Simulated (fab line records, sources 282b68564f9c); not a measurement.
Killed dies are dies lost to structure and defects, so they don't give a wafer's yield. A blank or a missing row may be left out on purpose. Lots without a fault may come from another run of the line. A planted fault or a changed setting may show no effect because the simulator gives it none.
fab line records | flow rit_cmos
record lots=14 wafers=42 last_day=7
route steps=202 shown M1@198
lots that met no fault: from a run of the same line without faults
start_h: hours from the record's first day to the start of the lot's first wafer shown | wait_h: hours since the lot's step before | " the same as in the row above | L1.1+2: a row that stands for several wafers | - no value, or no start given | * or withheld: withheld | < > ~ a bound
route shown NAME@n: a module of which the file shows steps, and the number in the route of the first | usual: mean/standard deviation of fault-free wafers | same: alike in all rows | chamber/n: place in a boat | sites: the reading at each site | _std_site: their standard deviation | _edge_site: outer sites' mean less inner sites' | radius_mm: how far each site lies from the wafer's centre | mask NAME#n: copy n | behind: the tool/chamber that last shaped the wafer | hold: why the lot was held/for how many hours/how that ended | device: the transistor (n, p or np) that didn't switch | end of line: the same wafers' tests at the end of the route | a step without rows: its recipe alone | killed: dies lost to structure and defects at the first sort, not the wafer's yield | map: a wafer's dies, x killed, . not, _ none there
set.NAME: the setting as run; set.NAME@STEP: as run at that earlier step | model.NAME: the simulator's own value behind a step, which no gauge read
steps of the route over a sample of lots; a table a step, a row a wafer
services: from which hour (start_h, from the record's first day; less than 0 if before it) a tool's chamber was out of use, for how many hours, and why
## steps
# step RIT_M1_STRIP_14
# recipe chemistry=O2 time_s=180 platen_temp_c=withheld power_w=500 pressure_mtorr=4000 o2_flow_sccm=4000
# usual drypump_motor_current_A=5.5/0.36
# columns lot.wafer tool chamber start_h wait_h drypump_motor_current_A rf_hours_counter_h
L622.1 plasma_asher-01 1 65.98 0.0 5.4 42
L622.3 " 0 " " 4.9 -
L622.6 " 1 " " 5.4 -
L623.1 plasma_asher-03 1 72.13 0.0 6.0 42
L623.3 " 0 " " 5.4 -
L623.6 " 1 " " 6.0 -
L625.4 plasma_asher-03 0 77.59 0.1 5.5 -
L625.5 " 0 " " 5.5 -
L625.6 " 1 " " 6.0 -
L626.1 plasma_asher-01 0 79.35 0.0 4.9 43
L626.5 " 1 " " 5.4 -
L626.6 " 0 " " 4.9 -
L627.1 plasma_asher-01 1 81.60 0.0 5.4 44
L627.3 " 0 " " 4.9 -
L627.6 " 1 " " 5.4 -
L629.4 plasma_asher-04 0 96.03 0.1 5.8 -
L629.5 " 0 " " 5.7 -
L629.6 " 1 " " 5.2 -
L631.1 plasma_asher-04 0 105.66 0.0 5.7 33
L631.4 " 0 " " 5.7 -
L631.6 " 1 " " 5.2 -
L633.3 plasma_asher-01 0 121.15 0.1 4.9 -
L633.4 " 1 " " 5.4 -
L633.5 " 0 " " 4.9 -
L635.1 plasma_asher-04 1 125.10 0.0 5.2 36
L635.2 " 0 " " 5.7 36
L635.4 " 1 " " 5.2 -
L639.2 plasma_asher-03 1 143.13 0.0 6.0 50
L639.4 " 1 " " 6.0 -
L639.6 " 1 " " 6.0 -
L641.1 plasma_asher-03 0 152.76 0.0 5.5 51
L641.2 " 1 " " 6.0 51
L641.4 " 1 " " 6.0 -
L643.2 plasma_asher-01 1 162.26 0.0 5.4 52
L643.3 " 0 " " 4.9 -
L643.4 " 1 " " 5.4 -
L644.2 plasma_asher-01 1 171.44 0.0 5.4 53
L644.5 " 1 " " 5.4 -
L644.6 " 0 " " 4.9 -
L645.1 plasma_asher-01 0 176.81 0.0 4.9 54
L645.4 " 1 " " 5.4 -
L645.6 " 1 " " 5.4 -
# step RIT_M1_PROBE_99
# usual defect_limited_yield=97.2/1.3 killed_at_M0_to_M3=0.0/0.083 killed_at_contacts=0.1/0.27 killed_at_front_end=7/3.3 killed_dies=7/3.3 killed_on_rim=2.0/1.5 killed_open=3.5/2 killed_short=3.8/2.2 sort_bin_3_pad_short=0.2/0.27 sort_bin_5_function=1.6/0.86 sort_bin_6_memory=1.1/0.66 sort_n_pass=257/3.3 sort_yield_pct=97.2/1.3
# same gross_dies=264 killed_at_M4_up=0 killed_at_back_side=0 killed_at_other=0
# columns lot.wafer tool chamber start_h wait_h defect_limited_yield[%] killed_at_M0_to_M3 killed_at_contacts killed_at_front_end killed_dies killed_on_rim killed_open killed_short sort_bin_3_pad_short[%] sort_bin_5_function[%] sort_bin_6_memory[%] sort_n_pass sort_yield_pct[%]
L622.1 prober-01 - 67.89 0.1 99.6 0 0 1 1 0 0 1 0 0 0.4 263 99.6
L622.3 prober-01 - 67.99 0.2 98.9 0 0 3 3 0 1 2 0 0 1.1 261 98.9
L622.6 prober-01 - 68.14 0.2 97.7 0 0 6 6 0 3 3 0 1.9 0.4 258 97.7
L623.1 prober-01 - 74.04 0.1 96.6 0 0 9 9 3 5 4 0 1.9 1.5 255 96.6
L623.3 prober-01 - 74.14 0.2 96.6 0 0 9 9 3 2 6 0.4 2.3 0.8 255 96.6
L623.6 prober-01 - 74.29 0.2 98.1 0 0 5 5 0 3 2 0 0.8 1.1 259 98.1
L625.4 prober-01 - 79.60 0.2 97.7 0 1 5 6 1 3 3 0 1.5 0.8 258 97.7
L625.5 prober-01 - 79.65 0.2 98.5 0 0 4 4 2 2 2 0 0.8 0.8 260 98.5
L625.6 prober-01 - 79.70 0.2 95.8 0 0 11 11 1 5 6 0 2.7 1.5 253 95.8
L626.1 prober-02 - 81.27 0.1 97.0 0 0 8 8 0 4 4 0 1.5 1.5 256 97.0
L626.5 prober-02 - 81.47 0.2 97.7 0 0 6 6 4 4 2 0 1.9 0.4 258 97.7
L626.6 prober-02 - 81.52 0.2 97.0 0 0 8 8 2 6 1 0 1.9 1.1 256 97.0
L627.1 prober-01 - 83.51 0.1 97.7 0 0 6 6 3 3 3 0 1.5 0.8 258 97.7
L627.3 prober-01 - 83.61 0.2 98.5 0 0 4 4 1 2 2 0 0.8 0.8 260 98.5
L627.6 prober-01 - 83.76 0.2 97.7 0 0 6 6 0 2 4 0 1.1 1.1 258 97.7
L629.4 prober-01 - 98.03 0.2 98.1 0 0 5 5 1 3 2 0.4 1.1 0.4 259 98.1
L629.5 prober-01 - 98.08 0.2 97.7 0 0 6 6 2 4 2 0 1.9 0.4 258 97.7
L629.6 prober-01 - 98.13 0.2 98.1 0 0 5 5 1 2 3 0 1.5 0.4 259 98.1
L631.1 prober-01 - 107.58 0.1 96.6 0 0 9 9 2 4 5 0 1.9 1.5 255 96.6
L631.4 prober-01 - 107.73 0.2 97.7 0 0 6 6 2 4 2 0 1.1 1.1 258 97.7
L631.6 prober-01 - 107.83 0.2 91.7 16 0 6 22 9 2 4 3.4 3.4 1.5 242 91.7
L633.3 prober-01 - 123.10 0.2 95.1 0 0 13 13 2 6 7 0.4 2.7 1.9 251 95.1
L633.4 prober-01 - 123.15 0.2 98.5 0 0 4 4 1 3 1 0 0.4 1.1 260 98.5
L633.5 prober-01 - 123.20 0.2 95.8 0 0 11 11 3 4 7 0.8 2.7 0.8 253 95.8
L635.1 prober-01 - 127.07 0.1 90.5 17 0 8 25 11 4 4 2.3 4.5 2.7 239 90.5
L635.2 prober-01 - 127.12 0.1 98.1 0 0 5 5 0 3 2 0 1.9 0 259 98.1
L635.4 prober-01 - 127.22 0.2 91.7 18 0 4 22 8 1 3 1.9 4.5 1.9 242 91.7
L639.2 prober-01 - 145.09 0.1 97.0 0 0 8 8 2 5 3 0 1.1 1.9 256 97.0
L639.4 prober-01 - 145.19 0.2 98.5 0 0 4 4 0 2 2 0 1.1 0.4 260 98.5
L639.6 prober-01 - 145.29 0.2 96.6 0 0 9 9 3 6 3 0 3.4 0 255 96.6
L641.1 prober-01 - 154.67 0.1 97.7 0 0 6 6 3 3 3 0 1.5 0.8 258 97.7
L641.2 prober-01 - 154.72 0.1 98.5 0 0 4 4 2 4 0 0 0.4 1.1 260 98.5
L641.4 prober-01 - 154.82 0.2 98.1 0 0 5 5 1 3 2 0 0.8 1.1 259 98.1
L643.2 prober-01 - 164.22 0.1 97.3 0 1 6 7 1 2 5 0.4 1.5 0.8 257 97.3
L643.3 prober-01 - 164.27 0.2 97.3 0 0 7 7 1 6 1 0 1.5 1.1 257 97.3
L643.4 prober-01 - 164.32 0.2 98.1 0 0 5 5 0 2 3 0 0 1.9 259 98.1
L644.2 prober-02 - 173.40 0.1 98.9 0 0 3 3 0 1 2 0 1.1 0 261 98.9
L644.5 prober-02 - 173.55 0.2 97.0 0 0 8 8 3 2 6 0.8 0.8 1.5 256 97.0
L644.6 prober-02 - 173.60 0.2 97.3 0 0 7 7 2 3 4 0 1.5 1.1 257 97.3
L645.1 prober-01 - 178.72 0.1 98.1 0 0 5 5 0 3 2 0 1.5 0.4 259 98.1
L645.4 prober-01 - 178.87 0.2 98.9 0 0 3 3 1 2 1 0 0.8 0.4 261 98.9
L645.6 prober-01 - 178.97 0.2 97.3 0 0 7 7 5 5 2 0 2.3 0.4 257 97.3
# killed by level:class
L622.1 SPACER:geometric_particle:short=1
L622.3 FOX2:geometric_particle:short=1 SPACER:geometric_particle:short=1 SILICIDE:geometric_particle:open=1
L622.6 FOX1:geometric_particle:open=2 FOX2:geometric_particle:short=2 FOX2:geometric_particle:open=1 SILICIDE:geometric_particle:short=1
L623.1 GATE:geometric_particle:short=2 REOX:geometric_particle:short=2 REOX:geometric_particle:open=2 SILICIDE:geometric_particle:open=2 GATE:geometric_particle:open=1
L623.3 SPACER:geometric_particle:short=3 GATE:geometric_particle:short=2 FOX2:geometric_particle:short=1 GATE:geometric_particle:open=1 REOX:geometric_particle:open=1 GATE:coat_microbubble_printed=1
L623.6 GATE:geometric_particle:open=2 GATE:geometric_particle:short=2 FOX2:geometric_particle:open=1
L625.4 FOX2:geometric_particle:short=1 GATE:geometric_particle:open=1 REOX:geometric_particle:open=1 SPACER:geometric_particle:short=1 SILICIDE:geometric_particle:open=1 CONTACT:geometric_particle:short=1
L625.5 FOX2:geometric_particle:short=1 FOX2:geometric_particle:open=1 GATE:geometric_particle:open=1 REOX:geometric_particle:short=1
L625.6 FOX2:geometric_particle:short=3 GATE:geometric_particle:open=2 REOX:geometric_particle:short=2 SILICIDE:geometric_particle:open=2 FOX2:geometric_particle:open=1 SILICIDE:geometric_particle:short=1
L626.1 SPACER:geometric_particle:open=2 SILICIDE:geometric_particle:short=2 FOX1:geometric_particle:open=1 GATE:geometric_particle:short=1 SPACER:geometric_particle:short=1 SILICIDE:geometric_particle:open=1
L626.5 REOX:geometric_particle:open=3 FOX1:geometric_particle:open=1 GATE:geometric_particle:short=1 REOX:geometric_particle:short=1
L626.6 REOX:geometric_particle:open=4 FOX1:geometric_particle:open=2 GATE:geometric_particle:short=1 NRETRO:coat_microbubble_printed=1
L627.1 GATE:geometric_particle:open=2 SPACER:geometric_particle:short=2 REOX:geometric_particle:open=1 SILICIDE:geometric_particle:short=1
L627.3 GATE:geometric_particle:short=1 GATE:geometric_particle:open=1 REOX:geometric_particle:open=1 SILICIDE:geometric_particle:short=1
L627.6 GATE:geometric_particle:short=2 FOX2:geometric_particle:short=1 GATE:geometric_particle:open=1 SILICIDE:geometric_particle:open=1 SILICIDE:geometric_particle:short=1
L629.4 GATE:geometric_particle:open=3 GATE:geometric_particle:short=1 SPACER:geometric_particle:short=1
L629.5 SILICIDE:geometric_particle:open=2 FOX1:geometric_particle:open=1 FOX2:geometric_particle:open=1 GATE:geometric_particle:short=1 REOX:geometric_particle:short=1
L629.6 GATE:geometric_particle:open=2 SILICIDE:geometric_particle:short=2 SPACER:geometric_particle:short=1
L631.1 SPACER:geometric_particle:short=3 FOX1:geometric_particle:short=1 FOX2:geometric_particle:open=1 GATE:geometric_particle:short=1 GATE:geometric_particle:open=1 REOX:geometric_particle:open=1 SILICIDE:geometric_particle:open=1
L631.4 GATE:geometric_particle:open=2 FOX1:geometric_particle:short=1 GATE:geometric_particle:short=1 REOX:geometric_particle:open=1 SPACER:geometric_particle:open=1
L631.6 M1:unspecified=16 FOX1:geometric_particle:short=2 GATE:geometric_particle:short=2 GATE:geometric_particle:open=1 SPACER:geometric_particle:open=1
L633.3 FOX1:geometric_particle:short=3 SILICIDE:geometric_particle:open=3 SPACER:geometric_particle:short=2 FOX1:geometric_particle:open=1 FOX2:geometric_particle:short=1 GATE:geometric_particle:short=1 GATE:geometric_particle:open=1 REOX:geometric_particle:open=1
L633.4 REOX:geometric_particle:open=2 FOX1:geometric_particle:open=1 SPACER:geometric_particle:short=1
L633.5 GATE:geometric_particle:short=3 FOX2:geometric_particle:short=2 GATE:geometric_particle:open=2 FOX1:geometric_particle:open=1 FOX1:geometric_particle:short=1 REOX:geometric_particle:short=1 SILICIDE:geometric_particle:open=1
L635.1 M1:unspecified=17 SILICIDE:geometric_particle:open=3 SPACER:geometric_particle:short=2 GATE:geometric_particle:open=1 REOX:geometric_particle:short=1 SILICIDE:geometric_particle:short=1
L635.2 SPACER:geometric_particle:open=2 GATE:geometric_particle:open=1 GATE:geometric_particle:short=1 REOX:geometric_particle:short=1
L635.4 M1:unspecified=18 GATE:geometric_particle:short=2 SILICIDE:geometric_particle:open=1 SILICIDE:geometric_particle:short=1
L639.2 FOX1:geometric_particle:open=2 GATE:geometric_particle:open=2 GATE:geometric_particle:short=1 REOX:geometric_particle:open=1 SPACER:geometric_particle:short=1 SILICIDE:geometric_particle:short=1
L639.4 GATE:geometric_particle:open=2 GATE:geometric_particle:short=1 SILICIDE:geometric_particle:short=1
L639.6 FOX1:geometric_particle:open=5 FOX1:geometric_particle:short=2 FOX2:geometric_particle:open=1 REOX:geometric_particle:short=1
L641.1 SPACER:geometric_particle:short=2 FOX1:geometric_particle:open=1 GATE:geometric_particle:short=1 SPACER:geometric_particle:open=1 SILICIDE:geometric_particle:open=1
L641.2 GATE:geometric_particle:open=3 FOX2:geometric_particle:open=1
L641.4 GATE:geometric_particle:open=2 FOX1:geometric_particle:open=1 REOX:geometric_particle:short=1 SPACER:geometric_particle:short=1
L643.2 REOX:geometric_particle:short=2 ACTIVE:geometric_particle:short=1 FOX1:geometric_particle:short=1 FOX1:geometric_particle:open=1 SILICIDE:geometric_particle:short=1 CONTACT:geometric_particle:open=1
L643.3 SILICIDE:geometric_particle:open=2 ACTIVE:geometric_particle:open=1 FOX1:geometric_particle:short=1 FOX1:geometric_particle:open=1 FOX2:geometric_particle:open=1 GATE:geometric_particle:open=1
L643.4 FOX1:geometric_particle:short=2 SILICIDE:geometric_particle:open=2 GATE:geometric_particle:short=1
L644.2 GATE:geometric_particle:short=2 GATE:geometric_particle:open=1
L644.5 GATE:geometric_particle:short=4 GATE:geometric_particle:open=2 FOX1:geometric_particle:short=1 SILICIDE:geometric_particle:short=1
L644.6 FOX2:geometric_particle:short=2 GATE:geometric_particle:open=2 FOX1:geometric_particle:open=1 GATE:geometric_particle:short=1 REOX:geometric_particle:short=1
L645.1 FOX1:geometric_particle:open=1 FOX2:geometric_particle:short=1 FOX2:geometric_particle:open=1 GATE:geometric_particle:short=1 GATE:geometric_particle:open=1
L645.4 FOX1:geometric_particle:open=1 GATE:geometric_particle:short=1 SILICIDE:geometric_particle:open=1
L645.6 FOX2:geometric_particle:open=2 GATE:geometric_particle:open=2 GATE:geometric_particle:short=2 SILICIDE:geometric_particle:open=1
## services
# columns tool chamber start_h hours kind
plasma_asher-03 - 45.49 2.8 repair
plasma_asher-03 - 78.11 4.9 repair
plasma_asher-04 - 168.76 2.8 pm
plasma_asher-03 - 170.52 4.1 repair
## key
first_sign step=RIT_M1_PROBE_99 reading=killed_at_M0_to_M3 direction=up sigmas=17 usual=0.0 struck=17
effect step=RIT_M1_PROBE_99 reading=sort_bin_3_pad_short direction=up sigmas=6.2 usual=0.2 struck=2.5
met_at RIT_M1_STRIP_14
struck_lots L631,L635
struck_wafers L631.6,L635.1,L635.4
onset_between 96.03 105.66
fault kind=chamber_particle_source tool=plasma_asher-04 chamber=1 onset_h=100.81 steps=RIT_M1_STRIP_14 rate_per_visit_cm2=1.9409 end_h=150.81
